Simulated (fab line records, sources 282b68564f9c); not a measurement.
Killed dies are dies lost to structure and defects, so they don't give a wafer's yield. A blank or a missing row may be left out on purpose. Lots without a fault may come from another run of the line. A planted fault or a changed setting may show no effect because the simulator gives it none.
Which tool did it? | flow rit_cmos | 13 lots, 39 wafers sampled, at 4 steps of a route of 202

WHAT THE GAUGES READ, wafer by wafer
RIT_GATE_THK_MEAS_07. Usual: GATE_OXIDE_THK 3.02 nm, standard deviation 0.052.
lot  | measured    | on            | GATE_OXIDE_THK (nm) | flag
L335 | day 2 18:55 | film_metro-01 | 2.99 3.03 2.96      |
L336 | day 2 21:48 | film_metro-01 | 2.97 3.02 3.02      |
L337 | day 3 09:17 | film_metro-04 | 2.98 2.99 2.99      |
L338 | day 3 13:25 | film_metro-04 | 3.05 2.99 3.03      |
L341 | day 3 21:31 | film_metro-04 | 2.98 3.03 3.03      |
L343 | day 4 10:42 | film_metro-04 | 3.00 2.97 2.93      |
L344 | day 4 13:53 | film_metro-01 | 2.95 2.92 2.96      |
L346 | day 5 02:21 | film_metro-01 | 3.05 2.99 3.08      |
L349 | day 5 17:33 | film_metro-01 | 3.11 3.09 3.15      |
L353 | day 6 12:31 | film_metro-03 | 2.99 3.10 2.99      |
L355 | day 6 23:43 | film_metro-04 | 3.04 3.07 3.04      |
L356 | day 7 07:53 | film_metro-03 | 2.99 2.99 3.03      |
L357 | day 7 09:41 | film_metro-03 | 3.04 3.01 3.00      |

RIT_SDANNEAL_RS_MEAS_06: measures by four-point-probe. Usual: PLDD_RS 179.5 ohm/sq, standard deviation 0.55.
lot  | measured    | on            | PLDD_RS (ohm/sq)  | flag
L335 | day 3 14:02 | film_metro-02 | 179.5 179.3 179.3 |
L336 | day 3 18:25 | film_metro-02 | 179.7 179.8 179.2 |
L337 | day 4 02:19 | film_metro-01 | 179.2 179.2 179.5 |
L338 | day 4 04:50 | film_metro-02 | 179.9 180.2 180.1 |
L341 | day 4 16:22 | film_metro-02 | 179.3 179.3 179.2 |
L343 | day 5 04:39 | film_metro-04 | 179.7 179.1 180.2 |
L344 | day 5 06:29 | film_metro-01 | 180.3 180.2 180.6 |
L346 | day 5 18:16 | film_metro-04 | 178.8 179.4 179.2 |
L349 | day 6 10:59 | film_metro-02 | 179.4 178.3       |
L353 | day 7 04:22 | film_metro-02 | 179.6 179.5 179.4 |
L355 | day 7 17:04 | film_metro-04 | 179.8 179.1 179.3 |
L356 | day 7 23:46 | film_metro-02 | 180.1 179.9 179.9 |
L357 | day 8 02:07 | film_metro-01 | 179.8 179.0 179.5 |

WHICH TOOL RAN EACH LOT (tool, then ch and the chambers of the sampled wafers, then the start)
lot  | RIT_NRETRO_STRIP_09                 | RIT_SPACER_ETCHBACK_05
L335 | plasma_asher-04 ch 0,1, day 2 12:52 | rie_diel-01 ch 1,2,3, day 3 10:14
L336 | plasma_asher-04 ch 0, day 2 17:57   | rie_diel-01 ch 0,3, day 3 14:33
L337 | plasma_asher-02 ch 0,1, day 2 23:14 | rie_diel-02 ch 0,1, day 3 22:29
L338 | plasma_asher-02 ch 1, day 3 06:00   | rie_diel-03 ch 1,2,3, day 4 01:04
L341 | plasma_asher-02 ch 0,1, day 3 17:48 | rie_diel-03 ch 0,1,2, day 4 11:58
L343 | plasma_asher-01 ch 0,1, day 4 06:08 | rie_diel-03 ch 0,1,2, day 5 00:22
L344 | plasma_asher-04 ch 0,1, day 4 10:04 | rie_diel-02 ch 0,1,3, day 5 02:22
L346 | plasma_asher-04 ch 0,1, day 4 20:50 | rie_diel-01 ch 0,1,2, day 5 14:21
L349 | plasma_asher-01 ch 0,1, day 5 10:45 | rie_diel-03 ch 1,2, day 6 07:03
L353 | plasma_asher-04 ch 0,1, day 6 07:16 | rie_diel-01 ch 0,1,3, day 7 00:10
L355 | plasma_asher-04 ch 0,1, day 6 17:20 | rie_diel-02 ch 0,1,2, day 7 13:16
L356 | plasma_asher-04 ch 0,1, day 7 01:01 | rie_diel-02 ch 1,2,3, day 7 19:41
L357 | plasma_asher-01 ch 0,1, day 7 02:37 | rie_diel-01 ch 0,1,3, day 7 22:11
- RIT_NRETRO_STRIP_09: strips in O2, time 180 s.
- RIT_SPACER_ETCHBACK_05: etches Si3N4 in SF6/CHF3, stops on SiO2, target depth 250 nm, time 240 s.

WHAT THE TOOLS THEMSELVES READ (means of the sampled wafers that have a number; where no wafer has one, the mark that the record gives instead)
RIT_NRETRO_STRIP_09. Usual: drypump_motor_current_A 5.73 A, standard deviation 0.26.
lot  | tool            | drypump_motor_current_A (A) | flag
L335 | plasma_asher-04 | 5.62                        |
L336 | plasma_asher-04 | 5.54                        |
L337 | plasma_asher-02 | 5.71                        |
L338 | plasma_asher-02 | 5.78                        |
L341 | plasma_asher-02 | 5.61                        |
L343 | plasma_asher-01 | 6.00                        |
L344 | plasma_asher-04 | 5.60                        |
L346 | plasma_asher-04 | 5.63                        |
L349 | plasma_asher-01 | 5.76                        |
L353 | plasma_asher-04 | 5.62                        |
L355 | plasma_asher-04 | 5.62                        |
L356 | plasma_asher-04 | 5.63                        |
L357 | plasma_asher-01 | 5.78                        |

RIT_SPACER_ETCHBACK_05. Usual: drypump_motor_current_A 5.9 A, standard deviation 0.45; oes_product_au 0.847 a.u., standard deviation 0.015; run_length_s 268.3 s, standard deviation 0.32; throttle_valve_pct 10.25 %, standard deviation 0.16.
lot  | tool        | drypump_motor_current_A (A) | oes_product_au (a.u.) | run_length_s (s) | throttle_valve_pct (%) | flag
L335 | rie_diel-01 | 5.8                         | 0.852                 | 268.4            | 10.09                  |
L336 | rie_diel-01 | 5.8                         | 0.849                 | 267.9            | 10.08                  |
L337 | rie_diel-02 | 5.3                         | 0.845                 | 268.6            | 10.22                  |
L338 | rie_diel-03 | 6.0                         | 0.839                 | 268.4            | 10.30                  |
L341 | rie_diel-03 | 5.8                         | 0.851                 | 268.5            | 10.41                  |
L343 | rie_diel-03 | 5.8                         | 0.854                 | 268.4            | 10.40                  |
L344 | rie_diel-02 | 5.8                         | 0.837                 | 268.1            | 10.30                  |
L346 | rie_diel-01 | 6.0                         | 0.849                 | 268.4            | 10.19                  |
L349 | rie_diel-03 | 5.7                         | 0.906                 | 236.4            | 10.39                  | OFF
L353 | rie_diel-01 | 5.9                         | 0.851                 | 268.0            | 10.13                  |
L355 | rie_diel-02 | 5.5                         | 0.854                 | 268.0            | 10.16                  |
L356 | rie_diel-02 | 5.5                         | 0.830                 | 268.0            | 10.18                  |
L357 | rie_diel-01 | 5.9                         | 0.844                 | 268.1            | 10.12                  |

THE ANSWER, worked out from the rows above alone
Rule: a lot is off if the mean of its wafers that have a number lies more than 3 standard deviations from the usual mean. A lot without any number at a reading at which 4 lots or more have one is off too. The other lots that the step has rows for count as sound. The gauges are gone through in route order, then the tools' own readings, and for those a lot's mean is taken as printed above. The first step at which some lot is off is used, and at that step the reading that is off furthest; a lot without a number counts as furthest.
Off: L349, at RIT_SPACER_ETCHBACK_05 (run_length_s).
A tool fits if, at that step or a process step before it, it ran every lot that is off, and no sound lot after the first of them. One fits: rie_diel-03 at RIT_SPACER_ETCHBACK_05. Its last sound lot is L343 (day 5 00:22), its first lot that is off L349 (day 6 07:03): a fault that began between those two fits.
The tool's own readings at RIT_SPACER_ETCHBACK_05 bear it out: on the lots that are off they differ by more than 5 times the standard deviation of the sound lots' means. oes_product_au reads 0.906 a.u. there against 0.846 a.u. on the sound lots; run_length_s reads 236.4 s there against 268.2 s on the sound lots.

WHAT THE SIMULATOR HAD PUT IN
Process parameter drift: rie_diel-03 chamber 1, from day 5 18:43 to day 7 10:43, at RIT_SPACER_ETCHBACK_05. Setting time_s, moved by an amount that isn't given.
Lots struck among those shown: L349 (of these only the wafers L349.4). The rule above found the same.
